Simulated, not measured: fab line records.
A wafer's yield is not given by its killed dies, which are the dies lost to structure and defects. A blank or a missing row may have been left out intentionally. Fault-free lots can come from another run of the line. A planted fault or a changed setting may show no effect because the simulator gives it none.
Which tool is to blame? + flow rit cmos + 42 wafers from 14 lots sampled at 3 of the route's 202 steps

== WHAT THE GAUGES READ, wafer by wafer ==
RIT_NWELL_TW_MEAS_10.
| lot  | measured    | on            | NWELL_TW       |
|------|-------------|---------------|----------------|
| L144 | day 2 03:10 | film metro-04 | 2170 2159 2160 |
| L146 | day 2 12:31 | film metro-03 | 2110 2129 2117 |
| L147 | day 2 16:26 | film metro-01 | 2109 2123 2116 |
| L148 | day 2 20:06 | film metro-04 | 2160 2167 2161 |
| L150 | day 3 05:16 | film metro-03 | 2128 2124 2126 |
| L151 | day 3 11:04 | film metro-03 | 2110 2123 2115 |
| L155 | day 4 07:32 | film metro-01 | 1984 1984 1987 |
| L156 | day 4 15:56 | film metro-03 | 2111 2113 2120 |
| L157 | day 4 17:07 | film metro-03 | 1965 1969 1962 |
| L158 | day 4 20:27 | film metro-04 | 2166 2162 2157 |
| L159 | day 5 03:34 | film metro-01 | 2139 2126 2131 |
| L161 | day 5 16:27 | film metro-01 | 2126 2139 2124 |
| L162 | day 5 18:55 | film metro-04 | 2161 2165 2171 |
| L166 | day 6 14:02 | film metro-01 | 2129 2146 2144 |

RIT_WELLDRIVE_RS_MEAS_01: measurement is done with a four-point probe.
| lot  | measured    | on            | NWELL_RS (ohm/sq) |
|------|-------------|---------------|-------------------|
| L144 | day 2 09:55 | film metro-01 | 278.8 280.1 279.0 |
| L146 | day 2 20:37 | film metro-03 | 279.6 279.4 278.7 |
| L147 | day 2 23:33 | film metro-04 | 279.8 279.8 279.8 |
| L148 | day 3 04:48 | film metro-01 | 280.4 280.6 280.4 |
| L150 | day 3 14:31 | film metro-03 | 277.1 276.8 276.6 |
| L151 | day 3 17:59 | film metro-01 | 280.8 279.2 280.2 |
| L155 | day 4 15:05 | film metro-01 | 284.0 283.6 284.0 |
| L156 | day 4 22:52 | film metro-04 | 280.4 279.2 280.1 |
| L157 | day 4 23:48 | film metro-04 | 283.3 283.1 283.6 |
| L158 | day 5 04:11 | film metro-04 | 278.9 279.5 278.6 |
| L159 | day 5 10:26 | film metro-04 | 279.2 279.2 279.2 |
| L161 | day 5 23:10 | film metro-03 | 278.5 277.3 278.4 |
| L162 | day 6 04:15 | film metro-03 | 277.3 277.9 277.0 |
| L166 | day 6 21:13 | film metro-04 | 279.4 278.0 279.5 |

== WHAT TOOL EACH LOT RAN ON (gives the tool, then ch and the chambers of the sampled wafers, and finally the start) ==
| lot  | RIT_NWELL_IMPLANT_08           |
|------|--------------------------------|
| L144 | implanter-04 ch 0, day 2 02:52 |
| L146 | implanter-01 ch 0, day 2 12:13 |
| L147 | implanter-04 ch 0, day 2 16:07 |
| L148 | implanter-02 ch 0, day 2 19:46 |
| L150 | implanter-02 ch 0, day 3 04:57 |
| L151 | implanter-02 ch 0, day 3 10:45 |
| L155 | implanter-04 ch 0, day 4 07:13 |
| L156 | implanter-02 ch 0, day 4 15:37 |
| L157 | implanter-04 ch 0, day 4 16:47 |
| L158 | implanter-01 ch 0, day 4 20:07 |
| L159 | implanter-02 ch 0, day 5 03:15 |
| L161 | implanter-01 ch 0, day 5 16:08 |
| L162 | implanter-02 ch 0, day 5 18:35 |
| L166 | implanter-02 ch 0, day 6 13:43 |
- RIT_NWELL_IMPLANT_08

== AS READ BY THE TOOLS THEMSELVES (means over the sampled wafers that have a number; for cases with no such wafer, the mark the record gives instead) ==
RIT_NWELL_IMPLANT_08.
| lot  | tool         | beam energy keV |
|------|--------------|-----------------|
| L144 | implanter-04 | 169.96          |
| L146 | implanter-01 | 170.00          |
| L147 | implanter-04 | 170.01          |
| L148 | implanter-02 | 170.04          |
| L150 | implanter-02 | 169.98          |
| L151 | implanter-02 | 169.97          |
| L155 | implanter-04 | 119.07          |
| L156 | implanter-02 | 169.96          |
| L157 | implanter-04 | 119.03          |
| L158 | implanter-01 | 169.95          |
| L159 | implanter-02 | 170.01          |
| L161 | implanter-01 | 170.02          |
| L162 | implanter-02 | 170.06          |
| L166 | implanter-02 | 169.97          |

== THE ANSWER, worked out from the rows above alone ==
Rule: the usual values come from the lots themselves. The widest of any qualifying gaps counts: lots, ordered by their means at a reading, are off when they make up no more than a third of the lots, leave a main group of 4 or more, and stand apart from it by 3 or more times the standard deviation of that group's means. The tables above print the reading to a certain number of digits; a main group whose means all agree to those digits is not used. Also off: a lot with no number at a reading for which 4 or more lots have one. All remaining lots with rows at the step are treated as sound. After the gauges, taken in route order, come the tools' own readings; for these a lot's mean is taken, as printed above. The first step at which some lot is off is used, and at that step the reading that is off furthest; a lot without a number counts as furthest.
Off: L155, L157, seen at RIT_NWELL_TW_MEAS_10 (NWELL_TW). Main group: mean 2137, sd 20.
A tool fits if, at a process step before that reading, it ran every lot that is off, and no sound lot after the first of them. Not tried: the gauges at RIT_NWELL_TW_MEAS_10; whatever is off there is also off at RIT_NWELL_IMPLANT_08, on other tools, and gauge error can't account for it. One candidate fits, namely implanter-04 at RIT_NWELL_IMPLANT_08. Its last sound lot is L147 (day 2 16:07), its first lot that is off L155 (day 4 07:13): a fault that began between those two fits.
The tool's own readings at RIT_NWELL_IMPLANT_08 bear it out: on the lots that are off they differ by more than 5 times the standard deviation of the sound lots' means. beam energy keV reads 119.05 there against 169.99 on the sound lots.

== WHAT THE SIMULATOR HAD INSERTED ==
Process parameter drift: implanter-04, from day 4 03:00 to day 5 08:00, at RIT_NWELL_IMPLANT_08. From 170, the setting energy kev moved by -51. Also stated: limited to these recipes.
Struck lots among those shown: L155, L157. The rule above found the same.
